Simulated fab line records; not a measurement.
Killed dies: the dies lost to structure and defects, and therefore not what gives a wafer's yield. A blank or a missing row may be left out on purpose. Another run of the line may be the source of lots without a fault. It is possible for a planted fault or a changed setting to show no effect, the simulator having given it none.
The tool behind it: which one?    flow berkeley cmos170    15 lots, 45 wafers sampled, at 4 steps of a route of 331

## WHAT THE GAUGES SHOWED, per wafer
UCB170_NSD_TW_MEAS_10.
lot   measured      on             NSD_TW
L472  day 8 05:36   film metro-01  4208 4207 4186
L473  day 8 06:05   film metro-04  4235 4231 4231
L475  day 9 06:51   film metro-03  4217 4229 4246
L474  day 9 07:09   film metro-03  4258 4270 4251
L477  day 9 23:32   film metro-03  4251 4229 4234
L479  day 10 14:26  film metro-04  4227 4255 4220
L478  day 10 14:38  film metro-03  4257 4245 4240
L480  day 10 14:44  film metro-01  4228 4206 4213
L481  day 11 12:41  film metro-01  4474 4481 4464
L487  day 12 03:34  film metro-04  4462 4460 4466
L486  day 12 03:53  film metro-03  4455 4431 4428
L489  day 12 15:07  film metro-03  4212 4248 4226
L491  day 12 21:52  film metro-04  4243 4241 4242
L494  day 13 07:22  film metro-01  4221 4222 4224
L493  day 13 07:46  film metro-01  4227 4233 4219

UCB170_SDANNEAL_RS_MEAS_03: a four-point-probe measurement.
lot   measured      on             NSD_RS (ohm/sq)
L472  day 8 06:55   film metro-01  37.13 37.21 37.09
L473  day 8 07:19   film metro-03  37.01 37.04 37.00
L475  day 9 08:11   film metro-04  37.12 37.06 36.99
L474  day 9 08:22   film metro-03  37.03 37.11 36.98
L477  day 10 00:46  film metro-04  36.93 36.92 36.92
L479  day 10 15:38  film metro-01  37.16 37.29 37.14
L478  day 10 15:52  film metro-04  37.06 37.07 37.06
L480  day 10 16:08  film metro-03  36.90 36.97 37.07
L481  day 11 14:17  film metro-01  29.98 29.96 29.94
L487  day 12 05:05  film metro-03  29.97 29.90 29.93
L486  day 12 05:38  film metro-01  30.02 29.96 29.95
L489  day 12 16:35  film metro-03  36.95 37.07 37.08
L491  day 12 23:05  film metro-04  37.04 37.08 36.93
L494  day 13 08:47  film metro-04  37.13 37.18 37.06
L493  day 13 09:01  film metro-03  36.99 37.06 36.99

## WHICH TOOL RAN EACH LOT (tool, then ch and the chambers of the sampled wafers, then the start)
lot   UCB170_NSD_IMPLANT_08            UCB170_NSD_STRIP_09
L472  implanter-01 ch 0, day 8 05:21   plasma asher-03 ch 0,1, day 8 05:30
L473  implanter-01 ch 0, day 8 05:50   plasma asher-03 ch 0,1, day 8 05:59
L475  implanter-01 ch 0, day 9 06:37   plasma asher-02 ch 0, day 9 06:44
L474  implanter-02 ch 0, day 9 06:55   plasma asher-01 ch 0,1, day 9 07:02
L477  implanter-02 ch 0, day 9 23:17   plasma asher-03 ch 0,1, day 9 23:26
L479  implanter-04 ch 0, day 10 14:11  plasma asher-02 ch 0,1, day 10 14:20
L478  implanter-01 ch 0, day 10 14:25  plasma asher-03 ch 0,1, day 10 14:32
L480  implanter-02 ch 0, day 10 14:31  plasma asher-01 ch 0,1, day 10 14:39
L481  implanter-01 ch 0, day 11 12:07  plasma asher-02 ch 0,1, day 11 12:35
L487  implanter-04 ch 0, day 12 02:56  plasma asher-03 ch 0,1, day 12 03:28
L486  implanter-01 ch 0, day 12 03:14  plasma asher-03 ch 0,1, day 12 03:47
L489  implanter-02 ch 0, day 12 14:52  plasma asher-02 ch 0,1, day 12 15:01
L491  implanter-02 ch 0, day 12 21:38  plasma asher-02 ch 0,1, day 12 21:46
L494  implanter-04 ch 0, day 13 07:07  plasma asher-02 ch 0,1, day 13 07:16
L493  implanter-02 ch 0, day 13 07:33  plasma asher-01 ch 0,1, day 13 07:40
- UCB170_NSD_IMPLANT_08
- UCB170_NSD_STRIP_09: strips in O2.

## WHAT THE TOOLS THEMSELVES READ (means of the sampled wafers that have a number; where no wafer has one, the mark that the record gives instead)
UCB170_NSD_IMPLANT_08.
lot   tool          beam on s (s)
L472  implanter-01  10.09
L473  implanter-01  9.99
L475  implanter-01  10.09
L474  implanter-02  10.00
L477  implanter-02  10.16
L479  implanter-04  9.97
L478  implanter-01  10.07
L480  implanter-02  9.80
L481  implanter-01  9.94
L487  implanter-04  9.98
L486  implanter-01  9.90
L489  implanter-02  10.18
L491  implanter-02  10.08
L494  implanter-04  10.04
L493  implanter-02  10.32

UCB170_NSD_STRIP_09.
lot   tool             drypump motor current A (A)  oes product au (a.u.)  strip time to endpoint s (s)
L472  plasma asher-03  6.4                          0.537                  36.20
L473  plasma asher-03  6.4                          0.536                  36.13
L475  plasma asher-02  5.4                          0.531                  36.09
L474  plasma asher-01  5.4                          0.527                  36.12
L477  plasma asher-03  6.4                          0.533                  36.20
L479  plasma asher-02  5.0                          0.529                  36.08
L478  plasma asher-03  6.5                          0.531                  36.09
L480  plasma asher-01  5.8                          0.533                  36.12
L481  plasma asher-02  5.0                          0.479                  43.25
L487  plasma asher-03  6.5                          0.485                  43.21
L486  plasma asher-03  6.4                          0.485                  43.16
L489  plasma asher-02  5.2                          0.530                  36.09
L491  plasma asher-02  5.0                          0.530                  36.13
L494  plasma asher-02  5.0                          0.526                  36.17
L493  plasma asher-01  5.4                          0.532                  36.03

## THE ANSWER, worked out from the rows above alone
Rule: the lots themselves supply what counts as usual. Put in order of their means at a reading, lots are off if they are a third of the lots or fewer, leave a main group of 4 or more, and stand apart from it by a gap of 3 or more times the standard deviation of the main group's means; of several such gaps the widest counts. Not used: any main group whose means are identical at the precision the tables above print for the reading. Also off: a lot with no number at a reading for which 4 or more lots have one. Any other lot the step has rows for is counted as sound. The gauges are gone through in route order, then the tools' own readings, and for those a lot's mean is taken as printed above. At the first step where some lot is off, the reading lying furthest off is the one used; lots without a number count as furthest.
Off: L481, L487, L486, seen at UCB170_NSD_TW_MEAS_10 (NSD_TW). The main group: mean 4231, standard deviation 15.
If a tool, at a process step before that reading, ran all the lots that are off and no sound lot after the first of them, it fits. The gauges at UCB170_NSD_TW_MEAS_10 aren't tried: what is off there is off at UCB170_NSD_STRIP_09 too, on other tools, and a gauge's error can't cause that. Not one of the candidates tried fits.

## WHAT THE SIMULATOR HAD INSERTED
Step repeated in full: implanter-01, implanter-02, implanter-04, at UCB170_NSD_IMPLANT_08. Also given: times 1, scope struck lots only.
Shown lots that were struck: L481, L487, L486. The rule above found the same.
